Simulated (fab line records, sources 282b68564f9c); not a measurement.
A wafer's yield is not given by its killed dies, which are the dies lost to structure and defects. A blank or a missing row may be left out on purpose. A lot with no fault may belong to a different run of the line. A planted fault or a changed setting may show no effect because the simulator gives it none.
Split-lot trial / flow rit cmos / on a route of 202 steps: 5 lots, 23 wafers read

ON THE SPLIT
At RIT_ACTIVE_OXIDATION_01 (target thk 46.8 nm, ox time 3360 s), the setting ox time s was moved away from the recipe's 3360 s on 15 of the 23 wafers read, by -8.4% to +10.5%. This setting was run at the recipe's value on the other wafers.

Between the split and the reading, the file records no step.

THE READING
Values of ACTIVE_OXIDE_THK in nm from RIT_ACTIVE_THK_MEAS_02. On this fab line, fault-free wafers typically give 46.3 nm with a standard deviation of 0.64 nm.

wafer=L075.2; tool, chamber at the split=furnace-04, 0; ox time s as run, s=3360; against the recipe=recipe; ACTIVE_OXIDE_THK, nm=44.9; against lot-mates on the recipe=-
wafer=L075.3; tool, chamber at the split=furnace-04, 0; ox time s as run, s=3360; against the recipe=recipe; ACTIVE_OXIDE_THK, nm=46.0; against lot-mates on the recipe=-
wafer=L075.5; tool, chamber at the split=furnace-04, 0; ox time s as run, s=3360; against the recipe=recipe; ACTIVE_OXIDE_THK, nm=45.6; against lot-mates on the recipe=-
wafer=L077.1; tool, chamber at the split=-, -; ox time s as run, s=3216; against the recipe=-4.3%; ACTIVE_OXIDE_THK, nm=45.8; against lot-mates on the recipe=no lot-mate on the recipe
wafer=L077.2; tool, chamber at the split=-, -; ox time s as run, s=3216; against the recipe=-4.3%; ACTIVE_OXIDE_THK, nm=46.4; against lot-mates on the recipe=no lot-mate on the recipe
wafer=L077.3; tool, chamber at the split=-, -; ox time s as run, s=3216; against the recipe=-4.3%; ACTIVE_OXIDE_THK, nm=45.7; against lot-mates on the recipe=no lot-mate on the recipe
wafer=L077.4; tool, chamber at the split=-, -; ox time s as run, s=3216; against the recipe=-4.3%; ACTIVE_OXIDE_THK, nm=45.6; against lot-mates on the recipe=no lot-mate on the recipe
wafer=L077.6; tool, chamber at the split=-, -; ox time s as run, s=3216; against the recipe=-4.3%; ACTIVE_OXIDE_THK, nm=46.1; against lot-mates on the recipe=no lot-mate on the recipe
wafer=L080.1; tool, chamber at the split=-, -; ox time s as run, s=3079; against the recipe=-8.4%; ACTIVE_OXIDE_THK, nm=44.5; against lot-mates on the recipe=no lot-mate on the recipe
wafer=L080.2; tool, chamber at the split=-, -; ox time s as run, s=3079; against the recipe=-8.4%; ACTIVE_OXIDE_THK, nm=43.7; against lot-mates on the recipe=no lot-mate on the recipe
wafer=L080.3; tool, chamber at the split=-, -; ox time s as run, s=3079; against the recipe=-8.4%; ACTIVE_OXIDE_THK, nm=44.1; against lot-mates on the recipe=no lot-mate on the recipe
wafer=L080.4; tool, chamber at the split=-, -; ox time s as run, s=3079; against the recipe=-8.4%; ACTIVE_OXIDE_THK, nm=44.0; against lot-mates on the recipe=no lot-mate on the recipe
wafer=L080.5; tool, chamber at the split=-, -; ox time s as run, s=3079; against the recipe=-8.4%; ACTIVE_OXIDE_THK, nm=44.1; against lot-mates on the recipe=no lot-mate on the recipe
wafer=L083.1; tool, chamber at the split=-, -; ox time s as run, s=3714; against the recipe=+10.5%; ACTIVE_OXIDE_THK, nm=49.6; against lot-mates on the recipe=no lot-mate on the recipe
wafer=L083.2; tool, chamber at the split=-, -; ox time s as run, s=3714; against the recipe=+10.5%; ACTIVE_OXIDE_THK, nm=50.0; against lot-mates on the recipe=no lot-mate on the recipe
wafer=L083.4; tool, chamber at the split=-, -; ox time s as run, s=3714; against the recipe=+10.5%; ACTIVE_OXIDE_THK, nm=49.9; against lot-mates on the recipe=no lot-mate on the recipe
wafer=L083.5; tool, chamber at the split=-, -; ox time s as run, s=3714; against the recipe=+10.5%; ACTIVE_OXIDE_THK, nm=49.5; against lot-mates on the recipe=no lot-mate on the recipe
wafer=L083.6; tool, chamber at the split=-, -; ox time s as run, s=3714; against the recipe=+10.5%; ACTIVE_OXIDE_THK, nm=49.6; against lot-mates on the recipe=no lot-mate on the recipe
wafer=L084.1; tool, chamber at the split=-, -; ox time s as run, s=3360; against the recipe=recipe; ACTIVE_OXIDE_THK, nm=46.7; against lot-mates on the recipe=-
wafer=L084.2; tool, chamber at the split=-, -; ox time s as run, s=3360; against the recipe=recipe; ACTIVE_OXIDE_THK, nm=46.9; against lot-mates on the recipe=-
wafer=L084.4; tool, chamber at the split=-, -; ox time s as run, s=3360; against the recipe=recipe; ACTIVE_OXIDE_THK, nm=46.8; against lot-mates on the recipe=-
wafer=L084.5; tool, chamber at the split=-, -; ox time s as run, s=3360; against the recipe=recipe; ACTIVE_OXIDE_THK, nm=46.5; against lot-mates on the recipe=-
wafer=L084.6; tool, chamber at the split=-, -; ox time s as run, s=3360; against the recipe=recipe; ACTIVE_OXIDE_THK, nm=47.4; against lot-mates on the recipe=-

THE FIT
A straight line over all 23 wafers: ACTIVE_OXIDE_THK changes by +0.286 nm for each +1% of ox time s; r = +0.96; the points scatter about the line by 0.6 nm.
Too few moved wafers with a lot-mate on the recipe to fit a line net of each lot's own level.

THE WHOLE CHAIN: every reading that the file lists as answering this split, in the file's order
step=RIT_ACTIVE_OXIDATION_01; what it does=target thk 46.8 nm, ox time 3360 s; reading=SiO2_of_ACTIVE_OXIDATION_01.thk nm (the simulator's own value, which no gauge read); change (the file's fit)=+0.285 nm for each +1% of the setting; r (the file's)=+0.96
step=RIT_ACTIVE_THK_MEAS_02; what it does=; reading=ACTIVE_OXIDE_THK; change (the file's fit)=+0.285 for each +1% of the setting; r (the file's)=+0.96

THE FILE'S OWN FIT
ACTIVE_OXIDE_THK changes by +0.285 nm for each +1% of ox time s, r = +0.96.
